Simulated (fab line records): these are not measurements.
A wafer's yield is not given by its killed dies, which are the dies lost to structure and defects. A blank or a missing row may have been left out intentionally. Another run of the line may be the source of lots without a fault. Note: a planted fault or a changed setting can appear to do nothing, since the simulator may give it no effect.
What tool caused it? -- flow rit-cmos -- 14 lots with 42 wafers sampled at 5 steps, on a route of 202 steps

## WHAT THE GAUGES READ, wafer by wafer
RIT_NWELL_OVL_MEAS_06. Usual: for NWELL_OVL the level is 0.0 nm and the standard deviation is 1.5.
lot,measured,on,NWELL_OVL (nm),flag
L515,day 1 20:34,overlay-01,0.0 -1.5 1.3,
L516,day 2 01:17,overlay-01,1.8 1.3 0.4,
L517,day 2 09:27,overlay-02,-3.9 -3.6 -2.9,
L518,day 2 16:38,overlay-01,-1.1 1.2 1.9,
L519,day 2 23:07,overlay-02,-1.3 -2.7 -0.8,
L520,day 2 23:14,overlay-02,-0.8 2.0 -0.4,
L522,day 3 08:34,overlay-02,-1.9 -2.8 0.5,
L523,day 3 12:51,overlay-02,6.4 5.4 6.9,OFF
L526,day 4 04:11,overlay-02,-0.9 0.1 -0.4,
L528,day 4 13:48,overlay-01,6.0 5.9 8.6,OFF
L530,day 5 01:03,overlay-01,0.1 0.3 -0.9,
L532,day 5 09:32,overlay-01,-2.1 1.6 -0.7,
L535,day 6 00:29,overlay-01,2.4 0.6 1.1,
L537,day 6 10:23,overlay-02,-0.8 -3.5 1.1,

RIT_WELLDRIVE_RS_MEAS_01: uses a four-point probe to measure. Usual: for NWELL_RS the level is 275.4 ohm/sq and the standard deviation is 0.92.
lot,measured,on,NWELL_RS (ohm/sq),flag
L515,day 2 04:07,film-metro-03,275.7 274.5 274.9,
L516,day 2 10:28,film-metro-04,276.8 277.5 276.5,
L517,day 2 19:48,film-metro-03,275.8 275.9 275.4,
L518,day 3 02:11,film-metro-01,276.5 276.1 275.7,
L519,day 3 06:39,film-metro-04,275.3 276.6 275.8,
L520,day 3 06:43,film-metro-03,276.0 275.6 275.5,
L522,day 3 15:53,film-metro-04,274.1 274.2 274.3,
L523,day 3 21:02,film-metro-01,273.2 273.2 273.5,
L526,day 4 13:01,film-metro-04,274.0 274.6 274.3,
L528,day 4 21:09,film-metro-04,275.8 276.2 275.3,
L530,day 5 08:30,film-metro-04,275.6 276.3 276.2,
L532,day 5 16:59,film-metro-01,275.7 276.4 276.9,
L535,day 6 07:49,film-metro-01,275.1 275.6 274.5,
L537,day 6 17:55,film-metro-04,276.6 276.1 276.8,

RIT_GATE_CD_MEAS_90: the cd target is 150 nm. Usual: cd-nm reads 150.1 nm (standard deviation 2.5).
lot,measured,on,cd-nm (nm),flag
L515,day 2 18:06,cd-sem-01,149.8 150.8 149.8,
L516,day 2 19:56,cd-sem-02,148.8 151.0 152.0,
L517,day 3 04:48,cd-sem-02,148.9 149.5 146.0,
L518,day 3 11:23,cd-sem-01,152.7 151.8 150.4,
L519,day 3 15:39,cd-sem-02,145.2 145.7 145.5,
L520,day 3 19:07,cd-sem-02,149.3 149.2 150.9,
L522,day 4 00:48,cd-sem-02,148.9 150.0 148.9,
L523,day 4 05:40,cd-sem-02,148.2 145.8 148.6,
L526,day 4 21:40,cd-sem-02,154.1 152.3 153.2,
L528,day 5 06:01,cd-sem-01,147.8 151.3 149.3,
L530,day 5 17:28,cd-sem-01,150.5 150.7 149.0,
L532,day 6 01:29,cd-sem-02,156.6 152.3 154.9,
L535,day 6 17:17,cd-sem-02,154.0 153.8 154.0,
L537,day 7 04:49,cd-sem-02,148.8 150.5 150.2,

RIT_SDANNEAL_RS_MEAS_05: uses a four-point probe to measure. Usual: for NSD_RS the level is 84.6 ohm/sq and the standard deviation is 0.32.
lot,measured,on,NSD_RS (ohm/sq),flag
L515,day 3 07:23,film-metro-01,84.6 84.3 84.2,
L516,day 3 08:57,film-metro-01,85.0 85.2 85.3,
L517,day 3 17:32,film-metro-01,84.5 84.3 84.5,
L518,day 3 23:56,film-metro-01,83.8 84.0 84.1,
L519,day 4 06:54,film-metro-01,84.7 84.8 84.8,
L520,day 4 08:55,film-metro-04,84.3 84.7 84.1,
L522,day 4 13:54,film-metro-02,84.8 84.9 85.1,
L523,day 4 18:14,film-metro-02,84.5 84.7 84.9,
L526,day 5 10:18,film-metro-02,85.0 84.8 85.0,
L528,day 5 18:16,film-metro-01,84.2 84.4 84.3,
L530,day 6 05:41,film-metro-01,84.0 84.1 83.9,
L532,day 6 13:38,film-metro-04,84.8 84.4 84.6,
L535,day 7 06:44,film-metro-04,84.4 84.6 84.2,
L537,day 7 17:26,film-metro-01,84.3 85.0 84.5,

## WHICH TOOL RAN EACH LOT (tool, then ch and the chambers of the sampled wafers, then the start)
lot,RIT_NWELL_EXPOSE_03
L515,"iline-stepper-01 ch 0, day 1 20:10"
L516,"iline-stepper-02 ch 0, day 2 00:51"
L517,"iline-stepper-02 ch 0, day 2 09:02"
L518,"iline-stepper-01 ch 0, day 2 16:13"
L519,"iline-stepper-02 ch 0, day 2 22:41"
L520,"iline-stepper-02 ch 0, day 2 22:49"
L522,"iline-stepper-01 ch 0, day 3 08:10"
L523,"iline-stepper-02 ch 0, day 3 12:25"
L526,"iline-stepper-01 ch 0, day 4 03:46"
L528,"iline-stepper-02 ch 0, day 4 13:25"
L530,"iline-stepper-01 ch 0, day 5 00:38"
L532,"iline-stepper-01 ch 0, day 5 09:08"
L535,"iline-stepper-01 ch 0, day 5 23:56"
L537,"iline-stepper-01 ch 0, day 6 09:57"
- RIT_NWELL_EXPOSE_03: exposes mask M2, target cd 43900 nm.

## WHAT THE TOOLS THEMSELVES READ (means of the sampled wafers that have a number; where no wafer has one, the mark that the record gives instead)
RIT_NWELL_EXPOSE_03. Usual: exposure-dose-mJ-cm2 reads 249.99 (standard deviation 0.25).
lot,tool,exposure-dose-mJ-cm2,flag
L515,iline-stepper-01,249.93,
L516,iline-stepper-02,250.08,
L517,iline-stepper-02,250.14,
L518,iline-stepper-01,249.76,
L519,iline-stepper-02,250.08,
L520,iline-stepper-02,249.79,
L522,iline-stepper-01,250.01,
L523,iline-stepper-02,250.43,
L526,iline-stepper-01,250.20,
L528,iline-stepper-02,249.99,
L530,iline-stepper-01,249.83,
L532,iline-stepper-01,249.93,
L535,iline-stepper-01,250.34,
L537,iline-stepper-01,250.00,

## THE ANSWER, worked out from the rows above alone
Rule: a lot counts as off when the mean over its wafers that have a number is more than 3 standard deviations away from the usual mean. A lot without any number at a reading at which 4 lots or more have one is off too. The other lots that the step has rows for count as sound. The gauges are gone through in route order, then the tools' own readings, and for those a lot's mean is taken as printed above. The first step at which some lot is off is used, and at that step the reading that is off furthest; a lot without a number counts as furthest.
Off: L523, L528, seen at RIT_NWELL_OVL_MEAS_06 (NWELL_OVL).
If a tool, at a process step before that reading, ran all the lots that are off and no sound lot after the first of them, it fits. Gauges at RIT_NWELL_OVL_MEAS_06: tried the same way as those tools. One fits: RIT_NWELL_EXPOSE_03 on iline-stepper-02. Its last sound lot is L520 (day 2 22:49), its first lot that is off L523 (day 3 12:25): a fault that began between those two fits.

## WHAT WAS PUT IN BY THE SIMULATOR
Scanner matching overlay: iline-stepper-02, from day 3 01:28 on, at RIT_NWELL_EXPOSE_03. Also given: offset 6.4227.
Lots struck among those shown: L523, L528. Same finding as the rule above.
